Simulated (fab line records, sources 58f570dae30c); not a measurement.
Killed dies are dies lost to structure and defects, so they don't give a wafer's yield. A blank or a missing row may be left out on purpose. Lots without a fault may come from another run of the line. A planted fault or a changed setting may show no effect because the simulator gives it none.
One fault seen from 2 desks | flow berkeley_cmos170 | each desk has only its own numbers; what lay behind them comes last

THE TOOL OWNER'S DESK: implanter-01
The tool's own readings at UCB170_PWELL_IMPLANT_15: means of the sampled wafers that have a number, for each lot that ran on this tool. A lot is out of limits, marked OUT, if its mean lies more than 4 standard deviations from the usual mean; the brackets give that distance.
Columns: A = beam_energy_keV at UCB170_PWELL_IMPLANT_15, usual 60.003
lot  | first seen here | A
L323 | day 2 20:50     | 60.006
L326 | day 3 15:31     | 60.007
L333 | day 5 08:17     | 60.019
L334 | day 5 16:02     | 59.993
L339 | day 6 09:34     | 60.017
L342 | day 6 23:32     | 57.379 (-99 or more) OUT
L341 | day 6 23:43     | 57.375 (-99 or more) OUT
This desk's finding: out of limits on L341, L342; first on L342, day 6 23:32 (beam_energy_keV at UCB170_PWELL_IMPLANT_15). In limits: L323, L326, L333, L334, L339.

THE METROLOGY DESK
What the gauges read, lot by lot, whatever tool the lot ran on: means of the sampled wafers that have a number. A lot is out of limits, marked OUT, if its mean lies more than 4 standard deviations from the usual mean; the brackets give that distance.
Columns: A = M3_AL_THK at UCB170_M3_THK_MEAS_03, usual 901 nm
lot  | first seen here | A
L323 | day 7 13:47     | 903
L325 | day 8 00:32     | 918
L327 | day 8 09:17     | 889
L326 | day 8 09:41     | 913
L329 | day 8 23:13     | 918
L335 | day 10 00:11    | 896
L334 | day 10 01:11    | 899
L333 | day 10 01:27    | 910
L336 | day 10 02:25    | 910
L339 | day 11 01:40    | 898
L342 | day 11 05:35    | 897
L341 | day 11 05:41    | 895
L346 | day 12 13:18    | 900
L345 | day 12 13:34    | 898
This desk's finding: nothing out of limits on any of the 14 lots.

PUT TOGETHER
The tool owner's desk could have raised an alarm at day 6 23:32, on L341, L342.
The metrology desk saw nothing out of limits.
The metrology desk has L341, L342 on record, within its limits.
Of the lots named, all ran UCB170_PWELL_IMPLANT_15 on implanter-01.

WHAT THE SIMULATOR HAD PUT IN
Process parameter drift: implanter-01, from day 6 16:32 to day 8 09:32, at UCB170_PWELL_IMPLANT_15. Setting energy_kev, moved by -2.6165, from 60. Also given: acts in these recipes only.
Lots struck among those shown: L341, L342.
Hours from the fault's start to each desk's first reading out of limits: the tool owner's desk, 7.
